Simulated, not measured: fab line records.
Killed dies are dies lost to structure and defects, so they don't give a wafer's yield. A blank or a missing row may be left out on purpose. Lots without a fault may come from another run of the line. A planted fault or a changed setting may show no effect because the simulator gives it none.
A lot that was struck, set against a sound lot | flow rit cmos | 17 steps out of a route of 202
Sound: wafers L998.2, L998.3, L998.6. The struck wafers were L116.2, L116.5, L116.6. At the end, the cause is stated.
For every step that has rows: the tool of each side, followed by ch and its chambers, followed by its first start. Under that, the readings that differ: sound wafers | struck wafers | difference of the means | sigmas: that difference in standard deviations of wafers without a fault.
alike: a reading whose means differ by less than 2 such deviations, as well as words and numbers matching on both sides. not compared: withheld readings; readings where some wafer has no value; bounds like >300 that might hide an equal value; numbers whose values overlap and for which the record gives no deviation.
Wherever a step has rows on one side only, a row that says differs or no value, or a row with sigmas, the two part there. Non-overlapping numbers with no deviation appear without sigmas and do not part them. A reading that every wafer of one side lacks parts them only if that side has two wafers or more.

first, 1 step without rows for these wafers: RIT_PRETRO_DEVELOP_05 (develop time 68 s).
RIT_PRETRO_OVL_MEAS_06:
  struck on overlay-01, day 6 05:36; sound on overlay-01, day 2 12:13
  alike: PRETRO_OVL
then, 2 steps without rows for these wafers: RIT_PRETRO_HARDBAKE_07 (time 120 s); RIT_PRETRO_IMPLANT_08.
RIT_PRETRO_STRIP_09: strips in O2, time 180 s.
  sound on plasma asher-02 ch 0,1, day 2 12:38; struck on plasma asher-03 ch 0,1, day 6 06:02
  alike: drypump motor current A
  not compared: rf hours counter h
RIT_PRETRO_TW_MEAS_10:
  struck on film metro-01, day 6 06:13; sound on film metro-02, day 2 12:49
  alike: PRETRO_TW
then, 5 steps without rows for these wafers: RIT_GATE_WET_ETCH_00 (etches SiO2 in BOE, target depth 56 nm, time 60 s); RIT_GATE_CLEAN_01 (cleans in SC1, time 600 s); RIT_GATE_CLEAN_02 (cleans in dHF, time 30 s); RIT_GATE_CLEAN_03 (cleans in SC2, time 600 s); RIT_GATE_CLEAN_04 (cleans in dHF, time 60 s).
RIT_FOX2_THK_MEAS_91:
  struck on film metro-02, day 6 06:44; sound on film metro-04, day 2 13:19
  reading                     | sound       | struck      | difference | sigmas
  FIELD_OXIDE_LEFT_2_THK (nm) | 268 266 275 | 250 244 254 | -20        | -3
RIT_GATE_OXIDATION_05: target thk 3 nm, ox time 270 s.
  sound on furnace-01 ch 0, day 2 14:27; struck on furnace-01 ch 0, day 6 09:03
  alike: zone power centre pct
then, 1 step without rows for these wafers: RIT_GATE_ANNEAL_06 (time 600 s).
RIT_GATE_THK_MEAS_07:
  struck on film metro-04, day 6 11:23; sound on film metro-04, day 2 15:47
  reading             | sound          | struck         | difference | sigmas
  GATE_OXIDE_THK (nm) | 3.00 2.99 3.00 | 5.07 5.11 5.12 | +2.10      | +36
then, 1 step without rows for these wafers: RIT_GATE_CVD_08 (deposits poly-Si from SiH4, target thk 250 nm, time 2220 s).
RIT_M1_PROBE_99:
  struck on prober-02, day 7 15:36; sound on prober-01, day 3 15:57
  alike: killed at front end, killed dies, killed open, killed short

== WHERE THEY PART ==
First at RIT_FOX2_THK_MEAS_91; last, within this record, at RIT_GATE_THK_MEAS_07. Later steps at which nothing parts them and some readings are alike: RIT_M1_PROBE_99.

WHY: what the simulator had put in
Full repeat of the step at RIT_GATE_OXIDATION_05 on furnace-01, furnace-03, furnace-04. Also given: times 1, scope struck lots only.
